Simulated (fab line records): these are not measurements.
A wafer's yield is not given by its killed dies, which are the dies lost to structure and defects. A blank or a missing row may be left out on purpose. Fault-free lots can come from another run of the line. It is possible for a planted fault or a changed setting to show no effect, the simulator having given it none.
A lot that was struck, set against a sound lot ; flow berkeleyCmos170 ; 43 out of 331 route steps
Sound: wafers L155.1, L155.3, L155.6. Wafers L165.3, L165.5, L165.6 were the ones struck. The cause is given at the end.
Each step with rows lists, per side, the tool, then ch with its chambers, then its first start. Under that, the readings that differ: sound wafers ; struck wafers ; difference of the means ; sigmas: that difference in standard deviations of wafers without a fault.
alike: a reading whose means differ by less than 2 such deviations, as well as words and numbers matching on both sides. not compared: withheld readings; readings where some wafer has no value; bounds like >300 that might hide an equal value; numbers whose values overlap and for which the record gives no deviation.
The two part at a step that has a row with sigmas, a row that says differs or no value, or rows on one side only. When numbers do not overlap yet have no deviation, they are printed without sigmas and do not part them. Lack of a reading on every wafer of one side parts them only where that side has two or more wafers.

UCB170_PLDD_STRIP_10: strips in O2.
  sound on plasmaAsher-01 ch 1, day 9 14:41; struck on plasmaAsher-01 ch 0,1, day 11 20:14
  alike: chamberPressureMTorr, drypumpMotorCurrentA, oesProductAu, stripTimeToEndpointS
  not compared: rfHoursCounterH
UCB170_PLDD_TW_MEAS_11:
  sound on filmMetro-03, day 9 14:47; struck on filmMetro-02, day 11 20:20
  alike: PLDD_TW
then, 7 steps without rows for these wafers: UCB170_PLDD_CLEAN_12 (cleans in SPM, time 600 s); UCB170_NLDD_HMDS_00 (prime time 60 s); UCB170_NLDD_COAT_01 (resist thk 900 nm); UCB170_NLDD_SOFTBAKE_02 (time 60 s); UCB170_NLDD_EXPOSE_03 (exposes mask NSELECT, target cd 1200 nm); UCB170_NLDD_PEB_04; UCB170_NLDD_DEVELOP_05 (develop time 45 s).
UCB170_NLDD_CD_MEAS_06: the cd target is 1200 nm.
  sound on cdSem-02, day 9 16:10; struck on cdSem-01, day 11 21:33
  alike: cdNm
UCB170_NLDD_OVL_MEAS_07:
  sound on overlay-01, day 9 16:17; struck on overlay-01, day 11 21:38
  alike: NLDD_OVL
then, 1 step without rows for these wafers: UCB170_NLDD_IMPLANT_08.
UCB170_NLDD_IMPLANT_09:
  sound on implanter-01 ch 0, day 9 16:28; struck on implanter-04 ch 0, day 11 21:52
reading;sound;struck;difference;sigmas
doseIonsCm2;5.001e+13 4.998e+13 5.002e+13;7.247e+13 7.255e+13 7.251e+13;+2.251e+13;+99 or more
faradayCurrentUA;155.2 156.7 158.1;226.4 223.0 231.8;+70.4;+23
  alike: beamEnergyKeV, tiltDeg
UCB170_NLDD_STRIP_10: strips in O2.
  sound on plasmaAsher-03 ch 0,1, day 9 16:37; struck on plasmaAsher-03 ch 0,1, day 11 22:00
  alike: chamberPressureMTorr, drypumpMotorCurrentA, oesProductAu, stripTimeToEndpointS
  not compared: rfHoursCounterH
UCB170_NLDD_TW_MEAS_11:
  sound on filmMetro-02, day 9 16:43; struck on filmMetro-04, day 11 22:19
reading;sound;struck;difference;sigmas
NLDD_TW;2226 2227 2237;2340 2329 2339;+106;+5
  not compared: hold
then, 1 step without rows for these wafers: UCB170_SPACER_CVD_00 (deposits SiO2 from TEOS/O2, target thk 376 nm, time 47 s).
UCB170_SPACER_THK_MEAS_01:
  sound on filmMetro-02, day 9 17:26; struck on filmMetro-01, day 12 00:22
  alike: SPACER_TEOS_THK
then, 1 step without rows for these wafers: UCB170_SPACER_ANNEAL_02 (time 1800 s).
UCB170_SPACER_ETCHBACK_03: etches SiO2 in CHF3/CF4/Ar, stops on Si, target depth 376 nm, time 100 s.
  sound on rieDiel-03 ch 0,3, day 9 21:27; struck on rieDiel-01 ch 0,3, day 12 03:46
  alike: CHF3_flow_sccm, chamberPressureMTorr, drypumpMotorCurrentA, oesProductAu, throttleValvePct
  not compared: rfHoursCounterH
then, 6 steps without rows for these wafers: UCB170_PSD_HMDS_00 (prime time 60 s); UCB170_PSD_COAT_01 (resist thk 900 nm); UCB170_PSD_SOFTBAKE_02 (time 60 s); UCB170_PSD_EXPOSE_03 (exposes mask PSELECT MOD, target cd 1200 nm); UCB170_PSD_PEB_04; UCB170_PSD_DEVELOP_05 (develop time 45 s).
UCB170_PSD_CD_MEAS_06: the cd target is 1200 nm.
  sound on cdSem-02, day 9 22:37; struck on cdSem-01, day 12 04:50
reading;sound;struck;difference;sigmas
cdNm (nm);1203.7 1201.9 1202.0;1198.4 1199.7 1197.1;-4.1;-3
UCB170_PSD_OVL_MEAS_07:
  sound on overlay-01, day 9 22:44; struck on overlay-01, day 12 04:56
  alike: PSD_OVL
then, 1 step without rows for these wafers: UCB170_PSD_IMPLANT_08.
UCB170_PSD_STRIP_09: strips in O2.
  sound on plasmaAsher-02 ch 0,1, day 9 22:56; struck on plasmaAsher-02 ch 0,1, day 12 05:08
reading;sound;struck;difference;sigmas
oesProductAu (a.u.);0.588 0.594 0.592;0.604 0.600 0.602;+0.011;+2
  alike: chamberPressureMTorr, drypumpMotorCurrentA, stripTimeToEndpointS
  not compared: rfHoursCounterH
UCB170_PSD_TW_MEAS_10:
  sound on filmMetro-04, day 9 23:02; struck on filmMetro-04, day 12 05:13
  alike: PSD_TW
then, 7 steps without rows for these wafers: UCB170_PSD_CLEAN_11 (cleans in SPM, time 600 s); UCB170_NSD_HMDS_00 (prime time 60 s); UCB170_NSD_COAT_01 (resist thk 900 nm); UCB170_NSD_SOFTBAKE_02 (time 60 s); UCB170_NSD_EXPOSE_03 (exposes mask NSELECT MOD, target cd 1200 nm); UCB170_NSD_PEB_04; UCB170_NSD_DEVELOP_05 (develop time 45 s).
UCB170_NSD_CD_MEAS_06: the cd target is 1200 nm.
  sound on cdSem-02, day 10 01:23; struck on cdSem-02, day 12 06:28
  alike: cdNm
UCB170_NSD_OVL_MEAS_07:
  sound on overlay-01, day 10 01:30; struck on overlay-02, day 12 06:34
  alike: NSD_OVL
then, 1 step without rows for these wafers: UCB170_NSD_IMPLANT_08.
UCB170_NSD_STRIP_09: strips in O2.
  sound on plasmaAsher-04 ch 0,1, day 10 01:41; struck on plasmaAsher-01 ch 0,1, day 12 06:46
  alike: chamberPressureMTorr, drypumpMotorCurrentA, oesProductAu, stripTimeToEndpointS
  not compared: rfHoursCounterH
UCB170_SDANNEAL_RS_MEAS_05: measures by four-point-probe.
  sound on filmMetro-04, day 10 03:49; struck on filmMetro-02, day 12 08:49
reading;sound;struck;difference;sigmas
NLDD_RS (ohm/sq);619.2 617.8 617.2;535.5 535.2 536.7;-82.3;-69
  not compared: hold
then, 1 step without rows for these wafers: UCB170_M3_PROBE_99.

== WHERE THEY PART ==
First at UCB170_NLDD_IMPLANT_09; last, within this record, at UCB170_SDANNEAL_RS_MEAS_05.

WHY: what had been put in by the simulator
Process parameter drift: implanter-04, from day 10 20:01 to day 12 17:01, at UCB170_NLDD_IMPLANT_09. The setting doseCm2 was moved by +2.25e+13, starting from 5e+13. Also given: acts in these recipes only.
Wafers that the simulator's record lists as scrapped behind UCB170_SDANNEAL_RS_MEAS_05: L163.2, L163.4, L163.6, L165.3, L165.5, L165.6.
